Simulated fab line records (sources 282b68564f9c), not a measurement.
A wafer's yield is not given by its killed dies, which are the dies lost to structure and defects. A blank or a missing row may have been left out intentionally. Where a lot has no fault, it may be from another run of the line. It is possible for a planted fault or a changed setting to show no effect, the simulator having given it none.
Which tool was responsible? || flow rit-cmos || 21 wafers from 7 lots sampled at 2 of the route's 202 steps

WHAT THE GAUGES SHOWED, per wafer
RIT_GATE_THK_MEAS_09.
{"lot": "L705", "measured": "day 2 16:52", "on": "film-metro-03", "GATE_POLY_THK (nm)": "248.8 248.7 245.9"}
{"lot": "L710", "measured": "day 3 17:19", "on": "film-metro-03", "GATE_POLY_THK (nm)": "246.3 245.2 246.2"}
{"lot": "L712", "measured": "day 4 04:28", "on": "film-metro-04", "GATE_POLY_THK (nm)": "251.3 250.8 252.3"}
{"lot": "L715", "measured": "day 4 17:44", "on": "film-metro-04", "GATE_POLY_THK (nm)": "350.8 353.6 348.8"}
{"lot": "L718", "measured": "day 5 09:22", "on": "film-metro-04", "GATE_POLY_THK (nm)": "244.5 248.1 248.2"}
{"lot": "L723", "measured": "day 6 11:29", "on": "film-metro-03", "GATE_POLY_THK (nm)": "250.6 250.2 249.7"}
{"lot": "L726", "measured": "day 7 02:28", "on": "film-metro-03", "GATE_POLY_THK (nm)": "244.6 245.9 245.7"}

WHAT TOOL EACH LOT RAN ON (gives the tool, then ch and the chambers of the sampled wafers, and finally the start)
{"lot": "L705", "RIT_GATE_CVD_08": "lpcvd-01 ch 1, day 2 15:14"}
{"lot": "L710", "RIT_GATE_CVD_08": "lpcvd-01 ch 0, day 3 15:41"}
{"lot": "L712", "RIT_GATE_CVD_08": "lpcvd-02 ch 1, day 4 02:50"}
{"lot": "L715", "RIT_GATE_CVD_08": "lpcvd-02 ch 1, day 4 16:07"}
{"lot": "L718", "RIT_GATE_CVD_08": "lpcvd-01 ch 0, day 5 07:44"}
{"lot": "L723", "RIT_GATE_CVD_08": "lpcvd-01 ch 1, day 6 09:51"}
{"lot": "L726", "RIT_GATE_CVD_08": "lpcvd-01 ch 0, day 7 00:51"}
- RIT_GATE_CVD_08: deposits poly-Si from SiH4, target thk 250 nm, time 2220 s.

THE ANSWER, worked out from the rows above alone
Rule: usual is defined by the lots themselves. The widest of any qualifying gaps counts: lots, ordered by their means at a reading, are off when they make up no more than a third of the lots, leave a main group of 4 or more, and stand apart from it by 3 or more times the standard deviation of that group's means. The tables above print the reading to a certain number of digits; a main group whose means all agree to those digits is not used. A lot without any number at a reading at which 4 lots or more have one is off too. All remaining lots with rows at the step are treated as sound.
Off: L715, seen at RIT_GATE_THK_MEAS_09 (GATE_POLY_THK). For the main group the mean is 247.9 nm and the standard deviation 2.2.
If a tool, at a process step before that reading, ran all the lots that are off and no sound lot after the first of them, it fits. The gauges at RIT_GATE_THK_MEAS_09 are tried like those tools. One fits: RIT_GATE_CVD_08 on lpcvd-02. Its last sound lot is L712 (day 4 02:50), its first lot that is off L715 (day 4 16:07): a fault that began between those two fits.

WHAT WAS PUT IN BY THE SIMULATOR
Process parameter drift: lpcvd-02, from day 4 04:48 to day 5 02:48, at RIT_GATE_CVD_08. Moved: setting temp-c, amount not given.
Shown lots that were struck: L715. The rule above found the same.
